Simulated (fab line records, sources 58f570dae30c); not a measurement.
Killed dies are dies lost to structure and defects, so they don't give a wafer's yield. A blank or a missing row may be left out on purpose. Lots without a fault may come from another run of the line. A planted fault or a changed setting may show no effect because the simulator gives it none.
fab line records | flow berkeley_cmos170
record lots=6 wafers=18 last_day=11
route steps=331 shown NSD@193 BACKSIDE@199 SDANNEAL@204
lots that met no fault: from a run of the same line without faults
start_h: hours from the record's first day to the start of the lot's first wafer shown | wait_h: hours since the lot's step before | " the same as in the row above | L1.1+2: a row that stands for several wafers | - no value, or no start given | * or withheld: withheld | < > ~ a bound
route shown NAME@n: a module of which the file shows steps, and the number in the route of the first | usual: mean/standard deviation of fault-free wafers | same: alike in all rows | chamber/n: place in a boat | sites: the reading at each site | _std_site: their standard deviation | _edge_site: outer sites' mean less inner sites' | radius_mm: how far each site lies from the wafer's centre | mask NAME#n: copy n | behind: the tool/chamber that last shaped the wafer | hold: why the lot was held/for how many hours/how that ended | device: the transistor (n, p or np) that didn't switch | end of line: the same wafers' tests at the end of the route | a step without rows: its recipe alone | killed: dies lost to structure and defects at the first sort, not the wafer's yield | map: a wafer's dies, x killed, . not, _ none there
set.NAME: the setting as run; set.NAME@STEP: as run at that earlier step | model.NAME: the simulator's own value behind a step, which no gauge read
lots at some steps of the route; a table a step, a row a wafer
services: from which hour (start_h, from the record's first day; less than 0 if before it) a tool's chamber was out of use, for how many hours, and why
## steps
# step UCB170_NSD_CD_MEAS_06
# recipe target_cd_nm=1200
# usual cd_nm=1199.7/1.1
# columns lot.wafer tool chamber start_h wait_h cd_nm
L710.1 cd_sem-02 - 215.65 - 1198.2
L710.2 " - " " 1199.8
L710.3 " - " " 1199.5
L709.1 cd_sem-02 - 216.00 - 1200.3
L709.3 " - " " 1198.6
L709.4 " - " " 1201.0
L713.2 cd_sem-02 - 220.07 - 1197.3
L713.4 " - " " 1199.9
L713.6 " - " " 1199.6
L714.1 cd_sem-02 - 220.68 - 1198.0
L714.5 " - " " 1198.5
L714.6 " - " " 1198.6
L716.2 cd_sem-01 - 240.80 - 1198.8
L716.3 " - " " 1198.9
L716.6 " - " " 1198.1
L718.1 cd_sem-02 - 240.98 - 1201.4
L718.4 " - " " 1201.5
L718.5 " - " " 1200.8
# step UCB170_NSD_OVL_MEAS_07
# usual NSD_OVL=-4/6.2
# columns lot.wafer tool chamber start_h wait_h NSD_OVL[nm]
L710.1 overlay-02 - 215.77 0.1 0
L710.2 " - " " -1
L710.3 " - " " 8
L709.1 overlay-02 - 216.12 0.1 -1
L709.3 " - " " -6
L709.4 " - " " -5
L713.2 overlay-02 - 220.17 0.1 -11
L713.4 " - " " -8
L713.6 " - " " -14
L714.1 overlay-02 - 220.80 0.1 -10
L714.5 " - " " -8
L714.6 " - " " -3
L716.2 overlay-02 - 240.90 0.1 5
L716.3 " - " " 12
L716.6 " - " " 4
L718.1 overlay-01 - 241.10 0.1 -7
L718.4 " - " " -10
L718.5 " - " " -12
# step UCB170_NSD_IMPLANT_08
# recipe species=P dose_cm2=3e+15 energy_kev=40 tilt_deg=7
# step UCB170_NSD_STRIP_09
# recipe chemistry=O2 power_w=400 pressure_mtorr=3500 platen_temp_c=withheld o2_flow_sccm=400 overash_fraction=0.5
# usual drypump_motor_current_A=5.8/0.38 o2_flow_sccm=399.6/1.2 oes_product_au=0.533/0.0046 strip_time_to_endpoint_s=35.82/0.072
# same overash_fraction=0.5
# columns lot.wafer tool chamber start_h wait_h drypump_motor_current_A o2_flow_sccm oes_product_au rf_hours_counter_h strip_time_to_endpoint_s
L710.1 plasma_asher-04 1 215.96 0.1 6.6 398.8 0.540 51 35.79
L710.2 " 0 " " 5.9 399.0 0.525 51 35.86
L710.3 " 0 " " 5.9 400.7 0.532 - 35.79
L709.1 plasma_asher-02 0 216.30 0.1 5.9 399.9 0.535 50 35.84
L709.3 " 1 " " 5.5 398.6 0.534 - 35.92
L709.4 " 0 " " 5.9 401.6 0.529 - 35.85
L713.2 plasma_asher-02 1 220.35 0.1 5.6 400.5 0.538 51 35.78
L713.4 " 1 " " 5.6 398.4 0.530 - 35.78
L713.6 " 1 " " 5.6 399.8 0.528 - 35.80
L714.1 plasma_asher-02 1 220.98 0.1 5.5 400.4 0.540 51 35.90
L714.5 " 0 " " 5.9 400.1 0.535 - 35.83
L714.6 " 1 " " 5.6 399.2 0.532 - 35.88
L716.2 plasma_asher-02 1 241.08 0.1 5.5 397.7 0.523 53 35.87
L716.3 " 1 " " 5.5 398.5 0.534 - 35.96
L716.6 " 0 " " 5.9 396.6 0.537 - 35.90
L718.1 plasma_asher-01 0 241.29 0.1 5.4 401.1 0.532 14 35.68
L718.4 " 1 " " 5.5 398.5 0.529 - 35.67
L718.5 " 1 " " 5.5 398.8 0.531 - 35.74
# step UCB170_NSD_TW_MEAS_10
# usual NSD_TW=4203/19
# columns lot.wafer tool chamber start_h wait_h NSD_TW
L710.1 film_metro-02 - 216.06 0.1 4208
L710.2 " - " " 4216
L710.3 " - " " 4210
L709.1 film_metro-01 - 216.40 0.1 4211
L709.3 " - " " 4207
L709.4 " - " " 4198
L713.2 film_metro-01 - 220.46 0.1 4214
L713.4 " - " " 4199
L713.6 " - " " 4200
L714.1 film_metro-02 - 221.08 0.1 4195
L714.5 " - " " 4228
L714.6 " - " " 4216
L716.2 film_metro-04 - 241.19 0.1 4171
L716.3 " - " " 4185
L716.6 " - " " 4193
L718.1 film_metro-02 - 241.39 0.1 4177
L718.4 " - " " 4206
L718.5 " - " " 4182
# step UCB170_NSD_CLEAN_11
# recipe chemistry=SPM temp_c=120 time_s=600
# step UCB170_BACKSIDE_HMDS_00
# recipe prime_time_s=60 prime_temp_c=100
# step UCB170_BACKSIDE_COAT_01
# recipe resist=KrF spin_rpm=1500 resist_thk_nm=900
# step UCB170_BACKSIDE_SOFTBAKE_02
# recipe resist=KrF temp_c=130 time_s=60
# step UCB170_BACKSIDE_STRIP_03
# recipe chemistry=O2 power_w=400 pressure_mtorr=3500 platen_temp_c=withheld o2_flow_sccm=400 overash_fraction=0.5
# usual drypump_motor_current_A=5.73/0.29 o2_flow_sccm=399.8/1.3 oes_product_au=0.735/0.004 strip_time_to_endpoint_s=22.00/0.061
# same overash_fraction=0.5
# columns lot.wafer tool chamber start_h wait_h drypump_motor_current_A o2_flow_sccm oes_product_au rf_hours_counter_h strip_time_to_endpoint_s
L710.1 plasma_asher-02 1 216.74 0.1 5.55 400.8 0.737 50 22.06
L710.2 " 0 " " 5.87 400.5 0.732 50 22.05
L710.3 " 0 " " 5.86 397.8 0.738 - 21.99
L709.1 plasma_asher-03 1 217.10 0.1 5.71 398.4 0.740 45 22.07
L709.3 " 0 " " 5.48 399.3 0.742 - 22.02
L709.4 " 1 " " 5.72 398.9 0.734 - 22.04
L713.2 plasma_asher-04 1 221.14 0.1 6.56 398.7 0.733 51 21.98
L713.4 " 1 " " 6.53 400.6 0.730 - 22.01
L713.6 " 1 " " 6.56 401.3 0.735 - 21.95
L714.1 plasma_asher-03 1 225.19 0.1 5.71 398.9 0.733 46 22.07
L714.5 " 1 " " 5.69 398.6 0.736 - 22.06
L714.6 " 0 " " 5.47 397.9 0.725 - 22.06
L718.1 plasma_asher-04 1 242.33 0.1 6.53 401.6 0.729 54 21.99
L718.4 " 0 " " 5.91 399.2 0.734 - 22.06
L718.5 " 1 " " 6.54 399.5 0.734 - 22.02
L716.2 plasma_asher-02 1 242.63 0.1 5.54 399.1 0.735 53 22.05
L716.3 " 0 " " 5.90 398.9 0.737 - 21.98
L716.6 " 1 " " 5.54 398.8 0.735 - 21.99
# step UCB170_BACKSIDE_CLEAN_04
# recipe chemistry=SPM temp_c=120 time_s=600
# step UCB170_SDANNEAL_RTA_00
# recipe temp_c=900 time_s=10 ambient=N2
# usual anneal_temp_c_max=903.7/0.71 chamber_o2_ppm=2.005/0.022 lamp_power_pct=25.3/0.69 wafer_temp_C_max=904.8/0.99
# columns lot.wafer tool chamber start_h wait_h anneal_temp_c_max chamber_o2_ppm lamp_power_pct wafer_temp_C_max
L710.1 rtp_anneal-02 0 217.02 0.0 902.5 1.996 26.2 904.6
L710.2 " 0 " " 903.9 2.015 26.1 904.4
L710.3 " 0 " " 905.1 1.996 26.2 904.9
L709.1 rtp_anneal-01 0 217.38 0.0 902.0 2.021 24.7 904.8
L709.3 " 0 " " 902.9 1.990 24.7 904.4
L709.4 " 0 " " 903.1 1.949 24.7 903.4
L713.2 rtp_anneal-01 0 223.81 0.0 904.2 2.024 24.7 905.3
L713.4 " 0 " " 903.1 2.023 24.7 905.1
L713.6 " 0 " " 903.3 2.025 24.7 904.6
L714.1 rtp_anneal-01 0 225.48 0.0 902.6 2.034 24.7 903.5
L714.5 " 0 " " 904.0 1.999 24.7 903.1
L714.6 " 0 " " 903.7 1.997 24.7 902.4
L718.1 rtp_anneal-01 0 242.67 0.0 903.2 2.001 24.7 903.6
L718.4 " 0 " " 903.3 2.015 24.7 905.1
L718.5 " 0 " " 903.1 1.968 24.7 905.8
L716.2 rtp_anneal-02 0 242.94 0.0 904.4 2.032 26.2 904.3
L716.3 " 0 " " 903.5 1.992 26.1 905.1
L716.6 " 0 " " 904.1 2.008 26.1 905.6
# step UCB170_SDANNEAL_RTA_01
# recipe temp_c=1050 time_s=5 ambient=N2
# usual anneal_temp_c_max=1054.2/0.91 chamber_o2_ppm=2.000/0.022 lamp_power_pct=39.0/1.1 wafer_temp_C_max=1055.4/1
# columns lot.wafer tool chamber start_h wait_h anneal_temp_c_max chamber_o2_ppm lamp_power_pct wafer_temp_C_max
L710.1 rtp_anneal-02 - 217.08 0.1 - - - -
L710.2 " - " " - - - -
L710.3 " - " " - - - -
L709.1 rtp_anneal-01 - 217.44 0.1 - - - -
L709.3 " - " " - - - -
L709.4 " - " " - - - -
L713.2 rtp_anneal-01 0 223.87 0.1 1053.9 1.977 38.2 1055.9
L713.4 " 0 " " 1054.1 1.996 38.1 1056.5
L713.6 " 0 " " 1053.2 1.990 38.1 1055.2
L714.1 rtp_anneal-01 0 225.55 0.1 1053.3 2.012 38.2 1054.8
L714.5 " 0 " " 1053.7 1.967 38.1 1055.7
L714.6 " 0 " " 1053.4 2.056 38.2 1056.2
L718.1 rtp_anneal-01 0 242.73 0.1 1054.6 1.977 38.1 1054.7
L718.4 " 0 " " 1054.1 2.018 38.2 1055.3
L718.5 " 0 " " 1055.7 2.021 38.1 1054.4
L716.2 rtp_anneal-02 0 243.00 0.1 1054.7 2.001 40.4 1056.2
L716.3 " 0 " " 1056.0 2.012 40.3 1055.5
L716.6 " 0 " " 1054.6 2.008 40.3 1055.5
## services
# columns tool chamber start_h hours kind
plasma_asher-02 - 197.89 0.8 repair
rtp_anneal-02 - 210.76 2.5 repair
plasma_asher-04 - 218.20 1.5 repair
plasma_asher-02 - 237.39 1.4 repair
## key
first_sign step=UCB170_SDANNEAL_RTA_01 reading=tool_record direction=missing
effect none on later readings
met_at UCB170_SDANNEAL_RTA_01
struck_wafers L709.1,L709.3,L709.4,L710.1,L710.2,L710.3
later_rows_left_out L709.1,L709.3,L709.4,L710.1,L710.2,L710.3
sort_left_out L709.1,L709.3,L709.4,L710.1,L710.2,L710.3
tester_left_out L709,L710
fault kind=skipped_step_whole tool=rtp_anneal-01,rtp_anneal-02 chamber=- onset_h=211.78 steps=UCB170_SDANNEAL_RTA_01 scope=struck_lots_only
# tester_left_out: of these lots the tester's yield and bins aren't shown, on N5 and GAA mostly nor the transistor test; their killed dies are dies lost to structure and defects alone, not to doping, threshold or leakage, so they don't give the yield
# sort_left_out: the simulated sort isn't trusted on such a fault, so these wafers' sort isn't shown, and their yield isn't known
# later_rows_left_out: the simulator's readings of these wafers behind a module that went badly wrong aren't trusted and aren't shown, but for the sort
